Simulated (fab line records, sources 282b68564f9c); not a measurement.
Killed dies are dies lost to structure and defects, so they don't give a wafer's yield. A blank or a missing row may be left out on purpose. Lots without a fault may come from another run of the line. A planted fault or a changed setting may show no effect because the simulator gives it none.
A struck lot beside a sound one | flow rit_cmos | 27 steps out of a route of 202
Sound: wafers L505.2, L505.4, L505.6. Struck: wafers L522.1, L522.2, L522.6. The cause comes at the end.
At each step with rows: each side's tool, then ch and its chambers, then its first start. Under that, the readings that differ: sound wafers | struck wafers | difference of the means | sigmas: that difference in standard deviations of wafers without a fault.
alike: readings whose means differ by less than 2 such deviations, and words and numbers that are the same on both sides. not compared: withheld readings, readings that some wafer has no value for, bounds like >300 that may hide the same value, and numbers for which the record gives no deviation and whose values overlap.
The two part at a step that has a row with sigmas, a row that says differs or no value, or rows on one side only. Numbers that don't overlap but have no deviation are shown without sigmas and don't part them. A reading that every wafer of one side lacks parts them only if that side has two wafers or more.

first, 4 steps without rows for these wafers: RIT_CONTACT_SOFTBAKE_04 (time 60 s); RIT_CONTACT_EXPOSE_05 (exposes mask M11, target cd 1000 nm); RIT_CONTACT_PEB_06; RIT_CONTACT_DEVELOP_07 (develop time 120 s).
RIT_CONTACT_CD_MEAS_08: target cd 1000 nm.
  sound on cd_sem-02, day 3 07:30; struck on cd_sem-02, day 6 15:31
  alike: cd_nm
RIT_CONTACT_OVL_MEAS_09:
  sound on overlay-02, day 3 07:37; struck on overlay-02, day 6 15:38
  reading          | sound       | struck         | difference | sigmas
  CONTACT_OVL (nm) | 2.6 3.5 3.8 | -1.2 -2.1 -1.9 | -5.0       | -4
then, 1 step without rows for these wafers: RIT_CONTACT_HARDBAKE_10 (time 60 s).
RIT_CONTACT_ETCH_11: etches SiO2 in CHF3/CF4/Ar, stops on TiSi2, target depth 480 nm, time 320 s.
  sound on rie_diel-02 ch 0,1,2, day 3 07:47; struck on rie_diel-03 ch 0,2, day 6 15:49
  alike: drypump_motor_current_A, oes_product_au, throttle_valve_pct
  not compared: rf_hours_counter_h
RIT_CONTACT_STRIP_12: strips in O2, time 180 s.
  sound on plasma_asher-03 ch 0,1, day 3 07:59; struck on plasma_asher-03 ch 0,1, day 6 16:01
  alike: drypump_motor_current_A
  not compared: rf_hours_counter_h
RIT_CONTACT_CD_MEAS_90: target cd 1000 nm.
  sound on cd_sem-02, day 3 08:11; struck on cd_sem-01, day 6 16:11
  alike: cd_nm
then, 2 steps without rows for these wafers: RIT_CONTACT_CLEAN_13 (cleans in SC1, time 600 s); RIT_CONTACT_CLEAN_14 (cleans in SC2, time 600 s).
RIT_M1_SPUTTER_00: material Al, target thk 400 nm, time 500 s.
  sound on pvd_sputter-04, day 3 08:38; struck on pvd_sputter-02, day 6 16:40
  reading                               | sound           | struck            | difference | sigmas
  model.Al_of_M1_SPUTTER_00.thk_nm (nm) | 406.5 401 408.9 | 442.2 449.8 437.8 | +37.8      |
  alike: cathode_dc_power_W, throttle_valve_pct
RIT_M1_RS_MEAS_01: measures by four-point-probe.
  sound on film_metro-02, day 3 08:56; struck on film_metro-02, day 6 16:58
  reading           | sound                | struck               | difference | sigmas
  M1_AL_RS (ohm/sq) | 0.0722 0.0731 0.0719 | 0.0663 0.0651 0.0670 | -0.0063    | -6
RIT_M1_THK_MEAS_02: measures by xrf.
  sound on film_metro-02, day 3 09:03; struck on film_metro-02, day 6 17:05
  reading        | sound       | struck      | difference | sigmas
  M1_AL_THK (nm) | 399 395 402 | 438 445 432 | +40        | +6
then, 6 steps without rows for these wafers: RIT_M1_HMDS_03 (prime time 60 s); RIT_M1_COAT_04 (resist thk 1300 nm); RIT_M1_SOFTBAKE_05 (time 60 s); RIT_M1_EXPOSE_06 (exposes mask M12, target cd 2600 nm); RIT_M1_PEB_07; RIT_M1_DEVELOP_08 (develop time 68 s).
RIT_M1_CD_MEAS_09: target cd 2600 nm.
  sound on cd_sem-01, day 3 10:19; struck on cd_sem-02, day 6 18:09
  reading    | sound                | struck               | difference | sigmas
  cd_nm (nm) | 2595.7 2595.3 2596.8 | 2601.1 2600.3 2601.6 | +5.1       | +2
RIT_M1_OVL_MEAS_10:
  sound on overlay-02, day 3 10:25; struck on overlay-01, day 6 18:16
  alike: M1_OVL
then, 1 step without rows for these wafers: RIT_M1_HARDBAKE_11 (time 120 s).
RIT_M1_METAL_ETCH_12: etches Al in Cl2/BCl3, stops on SiO2, time 165 s, target depth 600 nm.
  sound on rie_metal-02 ch 0,1, day 3 10:42; struck on rie_metal-04 ch 0,1, day 6 18:34
  reading               | sound             | struck            | difference | sigmas
  oes_product_au (a.u.) | 0.775 0.771 0.788 | 0.815 0.825 0.806 | +0.037     | +4
  alike: drypump_motor_current_A, throttle_valve_pct
  not compared: rf_hours_counter_h
then, 1 step without rows for these wafers: RIT_M1_STRIP_13 (strips in nmp, time 600 s).
RIT_M1_PROBE_99:
  sound on prober-01, day 3 13:00; struck on prober-01, day 6 20:49
  reading                  | sound                   | struck                  | difference | sigmas
  model.etest.m1.rs_ohm_sq | 0.07117 0.07244 0.07096 | 0.06561 0.06466 0.06637 | -0.00598   |
  alike: defect_limited_yield, killed_at_contacts, killed_at_front_end, killed_dies, killed_open, killed_short, sort_bin_3_pad_short, sort_bin_5_function, sort_bin_6_memory, sort_n_pass, sort_yield_pct

WHERE THEY PART
First at RIT_CONTACT_OVL_MEAS_09; last, within this record, at RIT_M1_METAL_ETCH_12. Later steps at which nothing parts them and some readings are alike: RIT_M1_PROBE_99.

WHY: what the simulator had put in
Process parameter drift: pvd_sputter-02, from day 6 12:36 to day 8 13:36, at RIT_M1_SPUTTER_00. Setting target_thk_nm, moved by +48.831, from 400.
